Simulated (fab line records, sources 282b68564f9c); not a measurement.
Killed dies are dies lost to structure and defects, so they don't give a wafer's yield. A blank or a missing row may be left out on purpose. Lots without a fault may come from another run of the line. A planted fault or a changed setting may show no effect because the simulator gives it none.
Which tool did it? | flow rit_cmos | 7 lots, 21 wafers sampled, at 2 steps of a route of 202

WHAT THE GAUGES READ, wafer by wafer
RIT_SDANNEAL_RS_MEAS_04: measures by four-point-probe.
lot  | measured    | on            | PSD_RS (ohm/sq)
L602 | day 3 20:53 | film_metro-01 | 115.6 115.4 115.2
L606 | day 4 17:44 | film_metro-01 | 115.4 115.2 115.1
L608 | day 5 01:22 | film_metro-03 | 116.0 116.0 115.8
L610 | day 5 18:45 | film_metro-03 | 116.0 116.4 116.4
L616 | day 6 19:38 | film_metro-04 | 121.0 121.4 121.0
L618 | day 7 05:37 | film_metro-01 | 121.3 121.2 121.3
L621 | day 7 16:10 | film_metro-01 | 115.5 116.0 115.9

WHICH TOOL RAN EACH LOT (tool, then ch and the chambers of the sampled wafers, then the start)
lot  | RIT_SDANNEAL_RTA_03
L602 | rtp_anneal-01 ch 0, day 3 20:49
L606 | rtp_anneal-01 ch 0, day 4 17:41
L608 | rtp_anneal-01 ch 0, day 5 01:19
L610 | rtp_anneal-01 ch 0, day 5 18:41
L616 | rtp_anneal-01 ch 0, day 6 19:35
L618 | rtp_anneal-01 ch 0, day 7 05:34
L621 | rtp_anneal-02 ch 0, day 7 16:06
- RIT_SDANNEAL_RTA_03: time 5 s.

THE ANSWER, worked out from the rows above alone
Rule: what is usual is taken from the lots themselves. Put in order of their means at a reading, lots are off if they are a third of the lots or fewer, leave a main group of 4 or more, and stand apart from it by a gap of 3 or more times the standard deviation of the main group's means; of several such gaps the widest counts. A main group whose means are all the same, to the digits that the tables above print for the reading, isn't used. A lot without any number at a reading at which 4 lots or more have one is off too. The other lots that the step has rows for count as sound.
Off: L616, L618, at RIT_SDANNEAL_RS_MEAS_04 (PSD_RS). The main group: mean 115.7 ohm/sq, standard deviation 0.37.
A tool fits if, at a process step before that reading, it ran every lot that is off, and no sound lot after the first of them. The gauges at RIT_SDANNEAL_RS_MEAS_04 are tried like those tools. One fits: rtp_anneal-01 at RIT_SDANNEAL_RTA_03. Its last sound lot is L610 (day 5 18:41), its first lot that is off L616 (day 6 19:35): a fault that began between those two fits.

WHAT THE SIMULATOR HAD PUT IN
Process parameter drift: rtp_anneal-01, from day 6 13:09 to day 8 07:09, at RIT_SDANNEAL_RTA_03. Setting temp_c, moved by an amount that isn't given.
Lots struck among those shown: L616, L618. The rule above found the same.
